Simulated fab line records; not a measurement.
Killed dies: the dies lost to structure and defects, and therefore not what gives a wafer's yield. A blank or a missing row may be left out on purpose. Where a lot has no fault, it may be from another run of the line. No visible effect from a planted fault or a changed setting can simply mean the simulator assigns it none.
What tool caused it? | flow berkeley_cmos170 | Sampling: 15 lots, 45 wafers, 2 of 331 route steps

## WHAT EACH GAUGE READ, for each wafer
UCB170_NLDD_CD_MEAS_06: the cd target is 1200 nm.
lot  | measured     | on        | cd_nm (nm)
L331 | day 7 09:27  | cd_sem-02 | 1197.3 1199.2 1199.7
L332 | day 7 23:09  | cd_sem-02 | 1200.1 1201.7 1201.7
L333 | day 7 23:36  | cd_sem-01 | 1202.2 1201.6 1201.9
L336 | day 8 08:52  | cd_sem-01 | 1198.9 1199.9 1199.1
L334 | day 8 09:16  | cd_sem-02 | 1201.5 1199.9 1201.0
L335 | day 8 09:33  | cd_sem-01 | 1200.0 1198.7 1198.1
L341 | day 10 02:55 | cd_sem-01 | 1197.2 1197.7 1197.8
L344 | day 10 03:28 | cd_sem-01 | 1200.4 1201.2 1199.5
L339 | day 10 03:42 | cd_sem-01 | 1199.4 1199.7 1198.4
L342 | day 10 03:44 | cd_sem-02 | 1198.0 1199.2 1198.8
L343 | day 10 04:02 | cd_sem-01 | 1205.7 1205.1 1206.0 1205.7 1204.8 1205.7
L346 | day 10 04:19 | cd_sem-02 | 1203.5 1204.4 1204.7
L349 | day 10 23:13 | cd_sem-02 | 1204.4 1205.1 1205.3 1204.8 1204.7 1205.4
L354 | day 12 03:56 | cd_sem-01 | 1199.8 1199.7 1199.7
L352 | day 12 04:15 | cd_sem-01 | 1198.9 1200.1 1200.4

## EACH LOT AND THE TOOL THAT RAN IT (in order: tool; ch and the chambers of the sampled wafers; start)
lot  | UCB170_NLDD_PEB_04
L331 | litho_track-01 ch 0, day 7 09:00
L332 | litho_track-01 ch 0, day 7 22:53
L333 | litho_track-04 ch 0, day 7 23:20
L336 | litho_track-01 ch 0, day 8 08:35
L334 | litho_track-04 ch 0, day 8 08:59
L335 | litho_track-04 ch 0, day 8 09:17
L341 | litho_track-04 ch 0, day 10 02:39
L344 | litho_track-04 ch 0, day 10 03:12
L339 | litho_track-01 ch 0, day 10 03:26
L342 | litho_track-04 ch 0, day 10 03:28
L343 | litho_track-01 ch 0, day 10 03:46
L346 | litho_track-01 ch 0, day 10 04:02
L349 | litho_track-01 ch 0, day 10 22:56
L354 | litho_track-04 ch 0, day 12 03:40
L352 | litho_track-04 ch 0, day 12 03:59
- UCB170_NLDD_PEB_04

## AS READ BY THE TOOLS THEMSELVES (means over the sampled wafers that have a number; for cases with no such wafer, the mark the record gives instead)
The record holds no such reading with a usual standard deviation.

## THE ANSWER, worked out from the rows above alone
Rule: the usual values come from the lots themselves. The widest of any qualifying gaps counts: lots, ordered by their means at a reading, are off when they make up no more than a third of the lots, leave a main group of 4 or more, and stand apart from it by 3 or more times the standard deviation of that group's means. The tables above print the reading to a certain number of digits; a main group whose means all agree to those digits is not used. A lot without any number at a reading at which 4 lots or more have one is off too. All remaining lots with rows at the step are treated as sound. The gauges are gone through in route order, then the tools' own readings, and for those a lot's mean is taken as printed above. The first step at which some lot is off is used, and at that step the reading that is off furthest; a lot without a number counts as furthest.
No lot is off on any of the readings shown, so nothing can be concluded from this.

## WHAT THE SIMULATOR PUT IN
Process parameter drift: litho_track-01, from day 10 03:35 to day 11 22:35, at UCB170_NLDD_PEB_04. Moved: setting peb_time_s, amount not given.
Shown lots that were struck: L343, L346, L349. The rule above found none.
